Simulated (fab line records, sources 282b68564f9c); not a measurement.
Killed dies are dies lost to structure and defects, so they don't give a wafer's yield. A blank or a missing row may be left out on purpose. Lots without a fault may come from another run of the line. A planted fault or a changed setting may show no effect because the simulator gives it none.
A struck lot beside a sound one | flow rit_cmos | 15 steps out of a route of 202
Sound: wafers L363.2, L363.3, L363.4. Struck: wafers L366.2, L366.3, L366.6. The cause comes at the end.
At each step with rows: each side's tool, then ch and its chambers, then its first start. Under that, the readings that differ: sound wafers | struck wafers | difference of the means | sigmas: that difference in standard deviations of wafers without a fault.
alike: readings whose means differ by less than 2 such deviations, and words and numbers that are the same on both sides. not compared: withheld readings, readings that some wafer has no value for, bounds like >300 that may hide the same value, and numbers for which the record gives no deviation and whose values overlap.
The two part at a step that has a row with sigmas, a row that says differs or no value, or rows on one side only. Numbers that don't overlap but have no deviation are shown without sigmas and don't part them. A reading that every wafer of one side lacks parts them only if that side has two wafers or more.

first, 5 steps without rows for these wafers: RIT_NLDD_COAT_01 (resist thk 1000 nm); RIT_NLDD_SOFTBAKE_02 (time 60 s); RIT_NLDD_EXPOSE_03 (exposes mask M7, target cd 40700 nm); RIT_NLDD_PEB_04; RIT_NLDD_DEVELOP_05 (develop time 50 s).
RIT_NLDD_OVL_MEAS_06:
  sound on overlay-02, day 4 18:37; struck on overlay-01, day 5 08:58
  alike: NLDD_OVL
then, 2 steps without rows for these wafers: RIT_NLDD_HARDBAKE_07 (time 60 s); RIT_NLDD_IMPLANT_08.
RIT_NLDD_STRIP_09: strips in O2, time 180 s.
  sound on plasma_asher-02 ch 0,1, day 4 18:57; struck on plasma_asher-04 ch 0,1, day 5 09:18
  alike: drypump_motor_current_A
  not compared: rf_hours_counter_h
RIT_NLDD_TW_MEAS_10:
  sound on film_metro-04, day 4 19:08; struck on film_metro-01, day 5 09:29
  alike: NLDD_TW
then, 2 steps without rows for these wafers: RIT_PLDD_HMDS_00 (prime time 60 s); RIT_PLDD_COAT_01 (resist thk 1000 nm).
RIT_PLDD_SOFTBAKE_02: time 60 s.
  sound on litho_track-01 ch 0, day 4 19:31; struck on litho_track-03 ch 0, day 5 09:52
  reading          | sound             | struck               | difference | sigmas
  run_length_s (s) | 88.77 88.91 89.12 | 101.41 101.83 101.54 | +12.66     | +51
  alike: chill_plate_temp_C
then, 1 step without rows for these wafers: RIT_PLDD_EXPOSE_03 (exposes mask M8, target cd 40900 nm).
RIT_M1_PROBE_99:
  sound on prober-01, day 5 11:42; struck on prober-02, day 6 00:46
  alike: killed_at_M0_to_M3, killed_at_contacts, killed_at_front_end, killed_dies, killed_open, killed_short

WHERE THEY PART
Only at RIT_PLDD_SOFTBAKE_02, within this record. Later steps at which nothing parts them and some readings are alike: RIT_M1_PROBE_99.

WHY: what the simulator had put in
Process parameter drift: litho_track-03, from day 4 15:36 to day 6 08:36, at RIT_PLDD_SOFTBAKE_02. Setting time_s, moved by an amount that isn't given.
